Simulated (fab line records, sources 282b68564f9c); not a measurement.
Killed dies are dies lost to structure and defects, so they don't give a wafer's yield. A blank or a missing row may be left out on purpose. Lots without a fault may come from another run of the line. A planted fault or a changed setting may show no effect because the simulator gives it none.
fab line records | flow rit_cmos | part 1 of 2: steps 1 to 41 of 43
record lots=6 wafers=18 last_day=6
route steps=202 shown SDANNEAL@155 PSD@157 NSD@158 PLDD@159 NLDD@160 SILICIDE@161 CONTACT@168 M1@184
lots that met no fault: from a run of the same line without faults
start_h: hours from the record's first day to the start of the lot's first wafer shown | wait_h: hours since the lot's step before | " the same as in the row above | L1.1+2: a row that stands for several wafers | - no value, or no start given | * or withheld: withheld | < > ~ a bound
route shown NAME@n: a module of which the file shows steps, and the number in the route of the first | usual: mean/standard deviation of fault-free wafers | same: alike in all rows | chamber/n: place in a boat | sites: the reading at each site | _std_site: their standard deviation | _edge_site: outer sites' mean less inner sites' | radius_mm: how far each site lies from the wafer's centre | mask NAME#n: copy n | behind: the tool/chamber that last shaped the wafer | hold: why the lot was held/for how many hours/how that ended | device: the transistor (n, p or np) that didn't switch | end of line: the same wafers' tests at the end of the route | a step without rows: its recipe alone | killed: dies lost to structure and defects at the first sort, not the wafer's yield | map: a wafer's dies, x killed, . not, _ none there
set.NAME: the setting as run; set.NAME@STEP: as run at that earlier step | model.NAME: the simulator's own value behind a step, which no gauge read
lots at some steps of the route; a table a step, a row a wafer
services: from which hour (start_h, from the record's first day; less than 0 if before it) a tool's chamber was out of use, for how many hours, and why
## steps
# step RIT_SDANNEAL_CLEAN_02
# recipe chemistry=SC2 mix=3:3:50 time_s=600 temp_c=75 dry=n2_spin
# step RIT_SDANNEAL_RTA_03
# recipe temp_c=1050 time_s=5 idle_temp_c=600 ramp_up_c_per_s=342 ramp_down_c_per_s=171 cool_to_c=600 ambient=N2
# step RIT_SDANNEAL_RS_MEAS_04
# recipe thk_meas_gauge=four-point-probe
# usual PSD_RS=116.0/0.33
# columns lot.wafer tool chamber start_h wait_h PSD_RS[ohm/sq]
L539.4 film_metro-04 - 80.64 0.1 115.9
L539.5 " - " " 116.0
L539.6 " - " " 116.3
L540.3 film_metro-02 - 84.09 0.1 116.2
L540.5 " - " " 116.0
L540.6 " - " " 116.4
L547.2 film_metro-02 - 119.40 0.1 116.4
L547.3 " - " " 116.5
L547.5 " - " " 116.2
L549.2 film_metro-03 - 130.02 0.1 115.9
L549.3 " - " " 116.0
L549.5 " - " " 115.6
L551.1 film_metro-03 - 139.94 0.0 115.7
L551.2 " - " " 115.8
L551.3 " - " " 115.7
L552.1 film_metro-04 - 143.90 0.0 116.4
L552.2 " - " " 116.2
L552.4 " - " " 116.3
# step RIT_SDANNEAL_RS_MEAS_05
# recipe thk_meas_gauge=four-point-probe
# usual NSD_RS=83.29/0.26
# columns lot.wafer tool chamber start_h wait_h NSD_RS[ohm/sq]
L539.4 film_metro-04 - 80.76 0.1 83.80
L539.5 " - " " 83.87
L539.6 " - " " 83.54
L540.3 film_metro-02 - 84.21 0.1 83.62
L540.5 " - " " 83.45
L540.6 " - " " 83.50
L547.2 film_metro-02 - 119.52 0.1 83.25
L547.3 " - " " 83.08
L547.5 " - " " 83.18
L549.2 film_metro-03 - 130.14 0.1 83.16
L549.3 " - " " 83.30
L549.5 " - " " 83.45
L551.1 film_metro-03 - 140.06 0.1 83.18
L551.2 " - " " 83.59
L551.3 " - " " 83.56
L552.1 film_metro-04 - 144.02 0.1 83.74
L552.2 " - " " 83.62
L552.4 " - " " 83.56
# step RIT_SDANNEAL_RS_MEAS_06
# recipe thk_meas_gauge=four-point-probe
# usual PLDD_RS=179.6/0.46
# columns lot.wafer tool chamber start_h wait_h PLDD_RS[ohm/sq]
L539.4 film_metro-04 - 80.88 0.1 180.7
L539.5 " - " " 179.8
L539.6 " - " " 180.1
L540.3 film_metro-02 - 84.33 0.1 178.9
L540.5 " - " " 179.5
L540.6 " - " " 179.7
L547.2 film_metro-02 - 119.64 0.1 179.9
L547.3 " - " " 179.4
L547.5 " - " " 180.0
L549.2 film_metro-03 - 130.26 0.1 179.2
L549.3 " - " " 179.6
L549.5 " - " " 179.1
L551.1 film_metro-03 - 140.18 0.1 180.5
L551.2 " - " " 179.9
L551.3 " - " " 179.9
L552.1 film_metro-04 - 144.14 0.1 180.6
L552.2 " - " " 180.2
L552.4 " - " " 180.4
# step RIT_SDANNEAL_RS_MEAS_07
# recipe thk_meas_gauge=four-point-probe
# usual NLDD_RS=154.6/0.69
# columns lot.wafer tool chamber start_h wait_h NLDD_RS[ohm/sq]
L539.4 film_metro-04 - 81.00 0.1 154.5
L539.5 " - " " 154.1
L539.6 " - " " 154.6
L540.3 film_metro-02 - 84.45 0.1 154.1
L540.5 " - " " 154.0
L540.6 " - " " 154.8
L547.2 film_metro-02 - 119.76 0.1 155.0
L547.3 " - " " 155.1
L547.5 " - " " 154.9
L549.2 film_metro-03 - 130.38 0.1 153.5
L549.3 " - " " 154.0
L549.5 " - " " 153.0
L551.1 film_metro-03 - 140.30 0.1 153.3
L551.2 " - " " 153.8
L551.3 " - " " 153.4
L552.1 film_metro-04 - 144.26 0.1 154.9
L552.2 " - " " 155.0
L552.4 " - " " 155.2
# step RIT_SILICIDE_WET_ETCH_00
# recipe chemistry=BOE target=SiO2 target_depth_nm=14 time_s=15 dry=n2_spin dilution=10:1 temp_c=21.5
# step RIT_SILICIDE_SPUTTER_01
# recipe material=Ti target_thk_nm=30 power_w=350 chamber_pressure_pa=0.667 gas=Ar time_s=240 substrate_temp_c=25
# step RIT_SILICIDE_RS_MEAS_02
# recipe thk_meas_gauge=four-point-probe reads=Ti_of_SILICIDE_SPUTTER_01
# usual SILICIDE_TI_RS=47.9/0.77
# columns lot.wafer tool chamber start_h wait_h SILICIDE_TI_RS[ohm/sq]
L539.4 film_metro-02 - 81.28 0.1 48.6
L539.5 " - " " 49.0
L539.6 " - " " 49.3
L540.3 film_metro-03 - 84.73 0.1 46.7
L540.5 " - " " 46.5
L540.6 " - " " 47.9
L547.2 film_metro-01 - 120.05 0.1 49.0
L547.3 " - " " 48.4
L547.5 " - " " 48.2
L549.2 film_metro-02 - 130.66 0.1 49.0
L549.3 " - " " 48.4
L549.5 " - " " 48.9
L551.1 film_metro-01 - 140.58 0.1 47.8
L551.2 " - " " 47.3
L551.3 " - " " 48.0
L552.1 film_metro-02 - 144.54 0.1 48.1
L552.2 " - " " 49.7
L552.4 " - " " 49.2
# step RIT_SILICIDE_THK_MEAS_03
# recipe thk_meas_gauge=xrf reads=Ti_of_SILICIDE_SPUTTER_01
# usual SILICIDE_TI_THK=30.2/0.44
# columns lot.wafer tool chamber start_h wait_h SILICIDE_TI_THK[nm]
L539.4 film_metro-02 - 81.37 0.1 29.6
L539.5 " - " " 29.5
L539.6 " - " " 29.3
L540.3 film_metro-03 - 84.83 0.1 30.9
L540.5 " - " " 31.0
L540.6 " - " " 30.3
L547.2 film_metro-01 - 120.16 0.1 29.8
L547.3 " - " " 30.1
L547.5 " - " " 30.3
L549.2 film_metro-02 - 130.77 0.1 29.5
L549.3 " - " " 29.8
L549.5 " - " " 29.5
L551.1 film_metro-01 - 140.70 0.1 30.3
L551.2 " - " " 30.6
L551.3 " - " " 30.2
L552.1 film_metro-02 - 144.66 0.1 29.9
L552.2 " - " " 29.0
L552.4 " - " " 29.3
# step RIT_SILICIDE_RTA_04
# recipe temp_c=650 time_s=10 idle_temp_c=25 ramp_up_s=5 ramp_down_s=5 cool_to_c=25 ambient=N2
# usual wafer_temp_C_max=652.7/1.1
# columns lot.wafer tool chamber start_h wait_h wafer_temp_C_max
L539.4 rtp_anneal-01 0 81.44 0.1 652.0
L539.5 " 0 " " 652.9
L539.6 " 0 " " 651.9
L540.3 rtp_anneal-02 0 84.90 0.1 654.1
L540.5 " 0 " " 654.4
L540.6 " 0 " " 653.5
L547.2 rtp_anneal-01 0 120.22 0.1 651.5
L547.3 " 0 " " 652.1
L547.5 " 0 " " 651.5
L549.2 rtp_anneal-01 0 130.83 0.1 651.7
L549.3 " 0 " " 652.0
L549.5 " 0 " " 652.4
L551.1 rtp_anneal-01 0 140.76 0.1 651.8
L551.2 " 0 " " 651.6
L551.3 " 0 " " 651.1
L552.1 rtp_anneal-02 0 144.72 0.1 654.0
L552.2 " 0 " " 653.0
L552.4 " 0 " " 654.3
# step RIT_SILICIDE_WET_ETCH_05
# recipe chemistry=SPM target=Ti temp_c=90 time_s=120 dry=n2_spin
# step RIT_SILICIDE_RTA_06
# recipe temp_c=750 time_s=10 idle_temp_c=25 ramp_up_s=5 ramp_down_s=10 cool_to_c=25 ambient=N2
# usual wafer_temp_C_max=753.1/1.2
# columns lot.wafer tool chamber start_h wait_h wafer_temp_C_max
L539.4 rtp_anneal-02 0 81.55 0.0 754.5
L539.5 " 0 " " 754.1
L539.6 " 0 " " 754.4
L540.3 rtp_anneal-01 0 85.00 0.0 752.8
L540.5 " 0 " " 751.6
L540.6 " 0 " " 751.2
L547.2 rtp_anneal-02 0 120.33 0.0 753.3
L547.3 " 0 " " 754.8
L547.5 " 0 " " 753.6
L549.2 rtp_anneal-02 0 130.94 0.0 750.3
L549.3 " 0 " " 750.9
L549.5 " 0 " " 750.7
L551.1 rtp_anneal-02 0 140.87 0.0 751.6
L551.2 " 0 " " 752.1
L551.3 " 0 " " 750.9
L552.1 rtp_anneal-01 0 144.83 0.0 751.4
L552.2 " 0 " " 753.0
L552.4 " 0 " " 752.5
# step RIT_CONTACT_CVD_00
# recipe material=SiO2 target_thk_nm=400 precursor=TEOS temp_c=390 time_s=61.82 rf_w=400
# step RIT_CONTACT_THK_MEAS_01
# recipe reads=SiO2_of_CONTACT_CVD_00
# usual CONTACT_TEOS_THK=406/5.7
# columns lot.wafer tool chamber start_h wait_h CONTACT_TEOS_THK[nm]
L539.4 film_metro-04 - 81.66 0.0 401
L539.5 " - " " 404
L539.6 " - " " 405
L540.3 film_metro-01 - 85.12 0.0 404
L540.5 " - " " 408
L540.6 " - " " 406
L547.2 film_metro-03 - 120.44 0.0 405
L547.3 " - " " 416
L547.5 " - " " 413
L549.2 film_metro-04 - 131.06 0.0 413
L549.3 " - " " 408
L549.5 " - " " 414
L551.1 film_metro-03 - 140.98 0.0 393
L551.2 " - " " 395
L551.3 " - " " 398
L552.1 film_metro-03 - 144.95 0.0 397
L552.2 " - " " 404
L552.4 " - " " 406
# step RIT_CONTACT_HMDS_02
# recipe prime_time_s=60 prime_temp_c=140
# step RIT_CONTACT_COAT_03
# recipe resist=NOVOLAK spin_rpm=3250 resist_thk_nm=1000
# step RIT_CONTACT_SOFTBAKE_04
# recipe resist=NOVOLAK temp_c=90 time_s=60
# step RIT_CONTACT_EXPOSE_05
# recipe mask_id=M11 na=0.6 source_shape=conventional sigma_outer=0.5 target_cd_nm=1000 dose_mj=250
# step RIT_CONTACT_PEB_06
# recipe resist=NOVOLAK temp_c=withheld time_s=withheld
# step RIT_CONTACT_DEVELOP_07
# recipe resist=NOVOLAK develop_time_s=120 dev_temp_c=23
# step RIT_CONTACT_CD_MEAS_08
# recipe target_cd_nm=1000
# usual cd_nm=999.3/2.1
# columns lot.wafer tool chamber start_h wait_h cd_nm
L539.4 cd_sem-02 - 82.97 - 997.3
L539.5 " - " " 998.1
L539.6 " - " " 996.9
L540.3 cd_sem-01 - 86.17 - 999.5
L540.5 " - " " 1001.6
L540.6 " - " " 1001.4
L547.2 cd_sem-01 - 121.48 - 999.8
L547.3 " - " " 1001.2
L547.5 " - " " 1001.4
L549.2 cd_sem-02 - 132.22 - 1001.6
L549.3 " - " " 1001.8
L549.5 " - " " 1000.6
L551.1 cd_sem-01 - 142.01 - 997.1
L551.2 " - " " 1000.0
L551.3 " - " " 999.1
L552.1 cd_sem-02 - 145.98 - 997.2
L552.2 " - " " 995.4
L552.4 " - " " 996.9
# step RIT_CONTACT_OVL_MEAS_09
# usual CONTACT_OVL=-0.8/1.2
# columns lot.wafer tool chamber start_h wait_h CONTACT_OVL[nm]
L539.4 overlay-02 - 83.05 0.1 0.6
L539.5 " - " " 0.6
L539.6 " - " " -1.0
L540.3 overlay-01 - 86.26 0.1 -1.0
L540.5 " - " " -0.9
L540.6 " - " " 0.0
L547.2 overlay-02 - 121.58 0.1 -2.5
L547.3 " - " " -1.3
L547.5 " - " " -1.3
L549.2 overlay-02 - 132.32 0.1 -1.9
L549.3 " - " " 0.4
L549.5 " - " " 0.8
L551.1 overlay-01 - 142.13 0.1 0.4
L551.2 " - " " 1.1
L551.3 " - " " 1.2
L552.1 overlay-01 - 146.10 0.1 -0.6
L552.2 " - " " 0.3
L552.4 " - " " -1.0
# step RIT_CONTACT_HARDBAKE_10
# recipe resist=NOVOLAK temp_c=140 time_s=60
# step RIT_CONTACT_ETCH_11
# recipe target_depth_a=4800 over_etch_frac=0.2 stop_on=TiSi2 chemistry=CHF3/CF4/Ar target=SiO2 CHF3_flow_sccm=50 cf4_flow_sccm=10 Ar_flow_sccm=100 O2_flow_sccm=5 pressure_mtorr=100 rf_w=200 time_s=320
# usual drypump_motor_current_A=5.7/0.51 oes_product_au=0.989/0.018 throttle_valve_pct=8.84/0.11
# columns lot.wafer tool chamber start_h wait_h drypump_motor_current_A oes_product_au rf_hours_counter_h throttle_valve_pct
L539.4 rie_diel-03 0 83.22 0.1 4.9 1.013 15 8.69
L539.5 " 3 " " 6.2 0.963 - 8.89
L539.6 " 2 " " 5.7 1.010 - 9.08
L540.3 rie_diel-01 3 86.54 0.1 4.7 0.962 35 8.89
L540.5 " 3 " " 4.7 0.964 - 8.87
L540.6 " 0 " " 5.8 1.017 - 8.81
L547.2 rie_diel-03 3 121.76 0.1 6.2 0.964 141 8.90
L547.3 " 2 " " 5.7 1.009 7 9.08
L547.5 " 1 " " 5.7 0.992 - 8.86
L549.2 rie_diel-01 1 132.50 0.1 6.2 0.980 1 8.89
L549.3 " 0 " " 5.8 1.013 131 8.82
L549.5 " 1 " " 6.1 0.991 - 8.88
L551.1 rie_diel-02 1 142.49 0.1 6.0 0.965 70 8.77
L551.2 " 0 " " 5.9 0.989 118 8.82
L551.3 " 2 " " 5.2 0.988 6 8.70
L552.1 rie_diel-02 3 146.28 0.1 5.2 0.984 4 8.76
L552.2 " 1 " " 6.0 0.978 70 8.77
L552.4 " 2 " " 5.2 0.981 6 8.69
# step RIT_CONTACT_STRIP_12
# recipe chemistry=O2 time_s=185.1 resist=NOVOLAK platen_temp_c=withheld power_w=500 pressure_mtorr=4000 o2_flow_sccm=4000
# usual drypump_motor_current_A=5.7/0.49
# columns lot.wafer tool chamber start_h wait_h drypump_motor_current_A rf_hours_counter_h
L539.4 plasma_asher-02 0 83.47 0.2 5.1 -
L539.5 " 1 " " 4.9 -
L539.6 " 0 " " 5.1 -
L540.3 plasma_asher-03 0 86.79 0.2 5.8 -
L540.5 " 1 " " 6.1 -
L540.6 " 0 " " 5.8 -
L547.2 plasma_asher-03 1 121.96 0.1 6.1 50
L547.3 " 0 " " 5.8 -
L547.5 " 0 " " 5.8 -
L549.2 plasma_asher-03 0 132.70 0.1 5.8 51
L549.3 " 0 " " 5.8 -
L549.5 " 1 " " 6.1 -
L551.1 plasma_asher-04 0 142.68 0.1 5.9 48
L551.2 " 1 " " 6.4 48
L551.3 " 1 " " 6.3 -
L552.1 plasma_asher-02 1 146.48 0.1 4.9 37
L552.2 " 0 " " 5.1 37
L552.4 " 0 " " 5.1 -
# step RIT_CONTACT_CD_MEAS_90
# recipe target_cd_nm=1000
# usual cd_nm=999.2/2.2
# columns lot.wafer tool chamber start_h wait_h cd_nm
L539.4 cd_sem-01 - 83.64 0.1 997.2
L539.5 " - " " 997.8
L539.6 " - " " 997.2
L540.3 cd_sem-01 - 86.95 0.1 999.7
L540.5 " - " " 1001.4
L540.6 " - " " 1002.1
L547.2 cd_sem-01 - 122.15 0.1 1000.5
L547.3 " - " " 1001.0
L547.5 " - " " 1001.8
L549.2 cd_sem-01 - 132.89 0.1 1002.4
L549.3 " - " " 1002.7
L549.5 " - " " 1001.2
L551.1 cd_sem-01 - 142.86 0.1 996.8
L551.2 " - " " 998.5
L551.3 " - " " 998.8
L552.1 cd_sem-01 - 146.65 0.1 997.1
L552.2 " - " " 994.7
L552.4 " - " " 996.4
# step RIT_CONTACT_CLEAN_13
# recipe chemistry=SC1 mix=3:3:50 time_s=600 temp_c=75
# step RIT_CONTACT_CLEAN_14
# recipe chemistry=SC2 mix=3:3:50 time_s=600 temp_c=75 dry=n2_spin
# step RIT_M1_SPUTTER_00
# recipe material=Al target_thk_nm=400 power_w=2000 chamber_pressure_pa=0.4 gas=Ar time_s=500 substrate_temp_c=25
# usual throttle_valve_pct=29.4/1.1
# columns lot.wafer tool chamber start_h wait_h throttle_valve_pct
L539.4 pvd_sputter-04 - 84.05 0.0 28.1
L539.5 " - " " 27.8
L539.6 " - " " 28.2
L540.3 pvd_sputter-02 - 87.38 0.0 31.5
L540.5 " - " " 29.9
L540.6 " - " " 31.3
L547.2 pvd_sputter-02 - 122.60 0.0 29.5
L547.3 " - " " 30.0
L547.5 " - " " 29.5
L549.2 pvd_sputter-02 - 133.34 0.0 29.6
L549.3 " - " " 31.4
L549.5 " - " " 29.5
L551.1 pvd_sputter-02 - 143.34 0.0 29.4
L551.2 " - " " 31.5
L551.3 " - " " 29.4
L552.1 pvd_sputter-04 - 147.12 0.0 29.8
L552.2 " - " " 28.1
L552.4 " - " " 28.0
# step RIT_M1_RS_MEAS_01
# recipe thk_meas_gauge=four-point-probe reads=Al_of_M1_SPUTTER_00
# usual M1_AL_RS=0.0735/0.0011
# columns lot.wafer tool chamber start_h wait_h M1_AL_RS[ohm/sq]
L539.4 film_metro-04 - 84.41 0.2 0.0729
L539.5 " - " " 0.0745
L539.6 " - " " 0.0730
L540.3 film_metro-03 - 87.71 0.2 0.0750
L540.5 " - " " 0.0739
L540.6 " - " " 0.0752
L547.2 film_metro-02 - 122.92 0.2 0.0742
L547.3 " - " " 0.0726
L547.5 " - " " 0.0729
L549.2 film_metro-02 - 133.66 0.2 0.0739
L549.3 " - " " 0.0752
L549.5 " - " " 0.0746
L551.1 film_metro-03 - 143.64 0.1 0.0735
L551.2 " - " " 0.0749
L551.3 " - " " 0.0749
L552.1 film_metro-02 - 147.42 0.1 0.0725
L552.2 " - " " 0.0728
L552.4 " - " " 0.0716
# step RIT_M1_THK_MEAS_02
# recipe thk_meas_gauge=xrf reads=Al_of_M1_SPUTTER_00
# usual M1_AL_THK=399/6.5
# columns lot.wafer tool chamber start_h wait_h M1_AL_THK[nm]
L539.4 film_metro-04 - 84.50 0.1 399
L539.5 " - " " 390
L539.6 " - " " 400
L540.3 film_metro-03 - 87.81 0.1 392
L540.5 " - " " 398
L540.6 " - " " 393
L547.2 film_metro-02 - 123.03 0.1 394
L547.3 " - " " 403
L547.5 " - " " 400
L549.2 film_metro-02 - 133.77 0.1 395
L549.3 " - " " 388
L549.5 " - " " 392
L551.1 film_metro-03 - 143.76 0.1 400
L551.2 " - " " 394
L551.3 " - " " 393
L552.1 film_metro-02 - 147.54 0.1 401
L552.2 " - " " 399
L552.4 " - " " 408
# step RIT_M1_HMDS_03
# recipe prime_time_s=60 prime_temp_c=140
# step RIT_M1_COAT_04
# recipe resist=NOVOLAK spin_rpm=2000 resist_thk_nm=1322
# step RIT_M1_SOFTBAKE_05
# recipe resist=NOVOLAK temp_c=90 time_s=60
# step RIT_M1_EXPOSE_06
# recipe mask_id=M12 na=0.6 source_shape=conventional sigma_outer=0.5 target_cd_nm=2600 dose_mj=250
# step RIT_M1_PEB_07
# recipe resist=NOVOLAK temp_c=withheld time_s=withheld
# step RIT_M1_DEVELOP_08
# recipe resist=NOVOLAK develop_time_s=68 dev_temp_c=23
# step RIT_M1_CD_MEAS_09
# recipe target_cd_nm=2600
# usual cd_nm=2599.7/2
# columns lot.wafer tool chamber start_h wait_h cd_nm
L539.4 cd_sem-02 - 85.59 - 2600.0
L539.5 " - " " 2597.4
L539.6 " - " " 2600.3
L540.3 cd_sem-02 - 88.77 - 2602.1
L540.5 " - " " 2600.6
L540.6 " - " " 2602.6
L547.2 cd_sem-02 - 124.08 - 2599.0
L547.3 " - " " 2600.5
L547.5 " - " " 2598.9
L549.2 cd_sem-01 - 134.95 - 2600.3
L549.3 " - " " 2600.5
L549.5 " - " " 2601.8
L551.1 cd_sem-01 - 144.82 - 2602.7
L551.2 " - " " 2601.2
L551.3 " - " " 2601.3
L552.1 cd_sem-02 - 148.60 - 2598.8
L552.2 " - " " 2597.9
L552.4 " - " " 2598.6
# step RIT_M1_OVL_MEAS_10
# usual M1_OVL=1.1/1.7
# columns lot.wafer tool chamber start_h wait_h M1_OVL[nm]
L539.4 overlay-01 - 85.67 0.1 2.0
L539.5 " - " " 3.2
L539.6 " - " " 2.0
L540.3 overlay-02 - 88.87 0.1 1.2
L540.5 " - " " 0.0
L540.6 " - " " -0.1
L547.2 overlay-01 - 124.19 0.1 3.4
L547.3 " - " " 2.2
L547.5 " - " " 2.6
L549.2 overlay-02 - 135.06 0.1 1.7
L549.3 " - " " 1.2
L549.5 " - " " 0.8
L551.1 overlay-02 - 144.94 0.1 3.5
L551.2 " - " " 1.9
L551.3 " - " " 2.1
L552.1 overlay-01 - 148.72 0.1 -0.6
L552.2 " - " " 1.1
L552.4 " - " " 2.1
# step RIT_M1_HARDBAKE_11
# recipe resist=NOVOLAK temp_c=140 time_s=120
## key
first_sign step=RIT_SILICIDE_RTA_06 reading=wafer_temp_C_max direction=down sigmas=1.8 usual=* struck=*
effect none on later readings
model_effect step=RIT_M1_PROBE_99 value=etest.npoly_sal.rs_ohm_sq without=4.403 struck=4.609
met_at RIT_SILICIDE_RTA_06
struck_wafers L549.2,L549.3,L549.5,L551.1,L551.2,L551.3
tester_left_out L549,L551
onset_between 120.33 130.94
also_fits RIT_SILICIDE_RTA_04:rtp_anneal-01,RIT_M1_SPUTTER_00:pvd_sputter-02,RIT_M1_METAL_ETCH_12:rie_metal-03
fault kind=process_parameter_drift tool=rtp_anneal-02 chamber=- onset_h=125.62 steps=RIT_SILICIDE_RTA_06 channel=temp_c offset=* shape=step end_h=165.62 acts_in=* stated=*
# tester_left_out: of these lots the tester's yield and bins aren't shown, on N5 and GAA mostly nor the transistor test; their killed dies are dies lost to structure and defects alone, not to doping, threshold or leakage, so they don't give the yield
